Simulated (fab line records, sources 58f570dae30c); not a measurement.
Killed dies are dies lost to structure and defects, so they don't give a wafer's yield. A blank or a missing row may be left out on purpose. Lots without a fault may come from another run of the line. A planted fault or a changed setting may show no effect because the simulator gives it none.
Split-lot experiment | flow berkeley_cmos170 | 5 lots, 23 wafers read, on a route of 331 steps

THE SPLIT
At UCB170_NWELL_IMPLANT_14, the setting energy_kev was moved away from the recipe's 150 on 8 of the 23 wafers read, by +3.7% to +5.2%. The other wafers ran this setting at the recipe's value.

The reading is taken at the split's own step.

THE READING
implant.drp_nm (the simulator's own value, which no gauge read), in nm, at UCB170_NWELL_IMPLANT_14. The file gives no usual value for it.

wafer  | tool, chamber at the split | energy_kev as run | against the recipe | implant.drp_nm, nm | against lot-mates on the recipe
L078.1 | implanter-04, 0            | 150               | recipe             | 62.72              | -
L078.2 | implanter-04, 0            | 150               | recipe             | 62.72              | -
L078.4 | implanter-04, 0            | 150               | recipe             | 62.72              | -
L079.2 | implanter-02, 0            | 150               | recipe             | 62.72              | -
L079.3 | implanter-02, 0            | 150               | recipe             | 62.72              | -
L079.4 | implanter-02, 0            | 150               | recipe             | 62.72              | -
L079.5 | implanter-02, 0            | 150               | recipe             | 62.72              | -
L079.6 | implanter-02, 0            | 150               | recipe             | 62.72              | -
L081.1 | implanter-04, 0            | 150               | recipe             | 62.72              | -
L081.4 | implanter-04, 0            | 150               | recipe             | 62.72              | -
L081.2 | implanter-04, 0            | 157.8             | +5.2%              | 65.15              | +2.43
L081.5 | implanter-04, 0            | 157.8             | +5.2%              | 65.15              | +2.43
L081.6 | implanter-04, 0            | 157.8             | +5.2%              | 65.15              | +2.43
L082.2 | implanter-02, 0            | 150               | recipe             | 62.72              | -
L082.4 | implanter-02, 0            | 150               | recipe             | 62.72              | -
L082.3 | implanter-02, 0            | 155.5             | +3.7%              | 64.44              | +1.72
L082.5 | implanter-02, 0            | 155.5             | +3.7%              | 64.44              | +1.72
L082.6 | implanter-02, 0            | 155.5             | +3.7%              | 64.44              | +1.72
L084.1 | implanter-02, 0            | 150               | recipe             | 62.72              | -
L084.4 | implanter-02, 0            | 150               | recipe             | 62.72              | -
L084.6 | implanter-02, 0            | 150               | recipe             | 62.72              | -
L084.2 | implanter-02, 0            | 157.8             | +5.2%              | 65.15              | +2.43
L084.3 | implanter-02, 0            | 157.8             | +5.2%              | 65.15              | +2.43

THE FIT
A straight line over all 23 wafers: implant.drp_nm changes by +0.468 nm for each +1% of energy_kev; r = +1.00; the points scatter about the line by 0.0022 nm.
The same after taking each lot's own level away (the mean of its wafers on the recipe; 23 wafers): +0.468 nm for each +1%; r = +1.00; scatter 0.0022 nm.
On that fit, the largest move of energy_kev shifts the reading by 2.4 nm.
The lots' own levels span 62.720 to 62.720 nm.
So the lot-to-lot level changes the slope little: the two slopes agree.
Check: with one of the wafers moved furthest among these (+5.2%) left out of the fit, the line predicts +2.43 nm for it against its lot-mates. It came out at +2.43 nm against them.

OTHER SPLITS ON THESE WAFERS
These wafers also went through other splits before the reading. Each is held against what the fit with the lots' levels taken away leaves over:
other split on the same wafers      | wafers away from the commonest value | r with implant.drp_nm (lot level and that fit taken away)
UCB170_START_OXIDATION_02 ox_time_s | 18                                   | +0.23
UCB170_NWELL_COAT_07 resist_thk_nm  | 7                                    | +0.55

THE WHOLE CHAIN: every reading that the file lists as answering this split, in the file's order
step                    | what it does | reading                                                         | change (the file's fit)               | r (the file's)
UCB170_NWELL_IMPLANT_14 |              | implant.rp_nm (the simulator's own value, which no gauge read)  | +1.95 nm for each +1% of the setting  | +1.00
UCB170_NWELL_IMPLANT_14 |              | implant.drp_nm (the simulator's own value, which no gauge read) | +0.467 nm for each +1% of the setting | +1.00

THE FILE'S OWN FIT
implant.drp_nm changes by +0.467 nm for each +1% of energy_kev, r = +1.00.
